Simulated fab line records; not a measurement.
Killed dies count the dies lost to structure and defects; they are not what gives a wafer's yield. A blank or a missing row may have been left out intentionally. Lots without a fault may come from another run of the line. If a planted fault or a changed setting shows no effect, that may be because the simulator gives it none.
Matching of chambers	flow berkeleyCmos170	pecvd-01 running UCB170_V2_CVD_00: 3 sister chambers
The step deposits SiO2 from TEOS/O2, target thk 2000 nm, time 250 s. 6 wafers are shown with their chamber, then 6 later ones without.

== WAFERS PAIRED WITH THEIR CHAMBERS ==
wafer	chamber	heaterPowerW (W)
L601.6	2	196
L606.4	1	283
L606.5	2	282
L610.3	0	182
L610.5	0	257
L610.6	1	271

== WAFERS MISSING THEIR CHAMBER ==
wafer	heaterPowerW (W)
L612.2	259
L612.3	180
L612.5	250
L616.2	253
L616.5	264
L616.6	252

== THE CHAMBER EACH PASSED THROUGH ==
wafer	from the rows above	in truth
L612.2	can't be placed: 1 or 2 or 0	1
L612.3	can't be placed: 0 or 2 or 1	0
L612.5	can't be placed: 2 or 1 or 0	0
L616.2	can't be placed: 2 or 1 or 0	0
L616.5	can't be placed: 1 or 2 or 0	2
L616.6	can't be placed: 2 or 1 or 0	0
Correctly placed: 0 of 6. Can't be placed from these rows: 6 (the true chamber is among the candidates in 6). Placed wrongly: 0.
How it was worked out, from the rows above alone: a wafer's distance from a chamber is the root of the sum, over the readings, of the square of ((its reading less the chamber's mean) divided by the reading's scatter). If the next closest chamber is less than 2 further off than the closest, the wafer can't be placed; otherwise it belongs to the closest. Each chamber's mean is taken over the wafers shown for it. The scatter: the root of (the sum of the squares of (reading less its chamber's mean) over the shown wafers, divided by (wafers less chambers)).
